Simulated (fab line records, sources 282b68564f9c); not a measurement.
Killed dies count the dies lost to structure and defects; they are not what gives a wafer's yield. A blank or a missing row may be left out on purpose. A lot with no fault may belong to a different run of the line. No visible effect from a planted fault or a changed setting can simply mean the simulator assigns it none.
The tool behind it: which one? -- flow ritCmos -- 42 wafers from 14 lots sampled at 5 of the route's 202 steps

== WHAT THE GAUGES READ, wafer by wafer ==
RIT_FOX1_THK_MEAS_01. Usual: for FOX1_OXIDE_THK the level is 351 nm and the standard deviation is 5.4.
lot,measured,on,FOX1_OXIDE_THK (nm),flag
L465,day 1 17:54,filmMetro-03,349 343 347,
L468,day 2 08:02,filmMetro-03,356 356 356,
L470,day 2 19:23,filmMetro-04,340 344 339,
L471,day 3 00:23,filmMetro-01,348 350 352,
L473,day 3 08:57,filmMetro-03,386 393 392,OFF
L474,day 3 15:38,filmMetro-03,391 391 386,OFF
L475,day 3 19:02,filmMetro-03,357 361 356,
L476,day 3 23:57,filmMetro-03,349 347 351,
L477,day 4 06:08,filmMetro-04,356 353 358,
L483,day 5 11:12,filmMetro-01,350 352 350,
L484,day 5 15:51,filmMetro-01,359 348 352,
L486,day 6 01:59,filmMetro-03,357 354 356,
L487,day 6 08:22,filmMetro-01,359 361 360,
L488,day 6 12:08,filmMetro-04,354 357 355,

RIT_PRETRO_TW_MEAS_10. Usual: for PRETRO_TW the level is 480 and the standard deviation is 8.1.
lot,measured,on,PRETRO_TW,flag
L465,day 2 08:08,filmMetro-01,488 487 488,
L468,day 2 22:16,filmMetro-04,482 482 480,
L470,day 3 09:46,filmMetro-03,472 471 471,
L471,day 3 14:56,filmMetro-01,489 487 487,
L473,day 4 00:38,filmMetro-01,490 492 486,
L474,day 4 05:39,filmMetro-03,473 470 470,
L475,day 4 10:04,filmMetro-03,467 471 470,
L476,day 4 15:21,filmMetro-03,469 468 470,
L477,day 4 20:17,filmMetro-03,472 469 472,
L483,day 6 02:01,filmMetro-01,492 489 489,
L484,day 6 06:26,filmMetro-01,490 491 487,
L486,day 6 16:29,filmMetro-04,476 476 476,
L487,day 6 22:46,filmMetro-01,487 493 487,
L488,day 7 02:50,filmMetro-03,474 472 473,

RIT_GATE_THK_MEAS_07. Usual: for GATE_OXIDE_THK the level is 3.01 nm and the standard deviation is 0.07.
lot,measured,on,GATE_OXIDE_THK (nm),flag
L465,day 2 10:15,filmMetro-03,2.85 2.95 2.91,
L468,day 3 00:37,filmMetro-03,2.99 2.96 2.95,
L470,day 3 14:19,filmMetro-03,3.05 3.00 3.06,
L471,day 3 16:48,filmMetro-03,2.97 3.00 3.00,
L473,day 4 05:28,filmMetro-01,3.05 3.09 3.11,
L474,day 4 07:59,filmMetro-03,2.94 2.93 2.87,
L475,day 4 11:56,filmMetro-01,2.98 3.00 3.00,
L476,day 4 17:21,filmMetro-02,3.13 3.12 3.22,
L477,day 4 22:09,filmMetro-01,3.09 3.11 3.12,
L483,day 6 03:53,filmMetro-02,3.01 3.11 3.08,
L484,day 6 08:39,filmMetro-03,2.95 2.98 2.93,
L486,day 6 18:23,filmMetro-03,3.08 3.06 3.16,
L487,day 7 00:39,filmMetro-02,2.99 2.98 2.94,
L488,day 7 05:43,filmMetro-01,2.92 2.99 2.98,

RIT_M1_BOW_MEAS_16. Usual: for M1_BOW the level is 16 um and the standard deviation is 7.
lot,measured,on,M1_BOW (um),flag
L465,day 3 10:26,filmMetro-01,17 6 20,
L468,day 4 01:26,filmMetro-04,14 21 9,
L470,day 4 14:05,filmMetro-04,13 15 24,
L471,day 4 16:54,filmMetro-04,6 15 22,
L473,day 5 04:22,filmMetro-02,9 18 12,
L474,day 5 08:35,filmMetro-04,12 16 0,
L475,day 5 10:50,filmMetro-02,16 7 10,
L476,day 5 17:19,filmMetro-02,21 11 11,
L477,day 5 20:53,filmMetro-01,3 32 27,
L483,day 7 04:20,filmMetro-02,12 15 34,
L484,day 7 07:21,filmMetro-04,21 18 19,
L486,day 7 17:14,filmMetro-04,13 17 24,
L487,day 8 00:22,filmMetro-04,7 10 14,
L488,day 8 04:56,filmMetro-02,16 19 14,

== WHICH TOOL RAN EACH LOT (tool, then ch and the chambers of the sampled wafers, then the start) ==
lot,RIT_FOX1_OXIDATION_00
L465,"furnace-02 ch 0, day 1 16:35"
L468,"furnace-02 ch 0, day 2 06:44"
L470,"furnace-03 ch 0, day 2 18:03"
L471,"furnace-02 ch 0, day 2 23:03"
L473,"furnace-02 ch 0, day 3 07:38"
L474,"furnace-02 ch 0, day 3 14:18"
L475,"furnace-04 ch 0, day 3 17:43"
L476,"furnace-04 ch 0, day 3 22:38"
L477,"furnace-04 ch 0, day 4 04:49"
L483,"furnace-04 ch 0, day 5 09:53"
L484,"furnace-04 ch 0, day 5 14:30"
L486,"furnace-04 ch 0, day 6 00:40"
L487,"furnace-02 ch 0, day 6 07:03"
L488,"furnace-04 ch 0, day 6 10:48"
- RIT_FOX1_OXIDATION_00: target thk 350.7 nm, ox time 1130 s.

== WHAT THE TOOLS THEMSELVES READ (means of the sampled wafers that have a number; where no wafer has one, the mark that the record gives instead) ==
The record holds no such reading with a usual standard deviation.

== THE ANSWER, worked out from the rows above alone ==
Rule: take the mean of a lot's wafers that have a number; if it is more than 3 standard deviations from the usual mean, the lot is off. A lot without any number at a reading at which 4 lots or more have one is off too. All remaining lots with rows at the step are treated as sound. Order of review: gauges by route order, followed by the tools' own readings, for which a lot's mean as printed above is used. The first step at which some lot is off is used, and at that step the reading that is off furthest; a lot without a number counts as furthest.
Off: L473, L474, seen at RIT_FOX1_THK_MEAS_01 (FOX1_OXIDE_THK).
A tool fits if, at a process step before that reading, it ran every lot that is off, and no sound lot after the first of them. Those tools and the gauges at RIT_FOX1_THK_MEAS_01 are tried in the same way. No candidate that was tried fits.

== WHAT THE SIMULATOR HAD INSERTED ==
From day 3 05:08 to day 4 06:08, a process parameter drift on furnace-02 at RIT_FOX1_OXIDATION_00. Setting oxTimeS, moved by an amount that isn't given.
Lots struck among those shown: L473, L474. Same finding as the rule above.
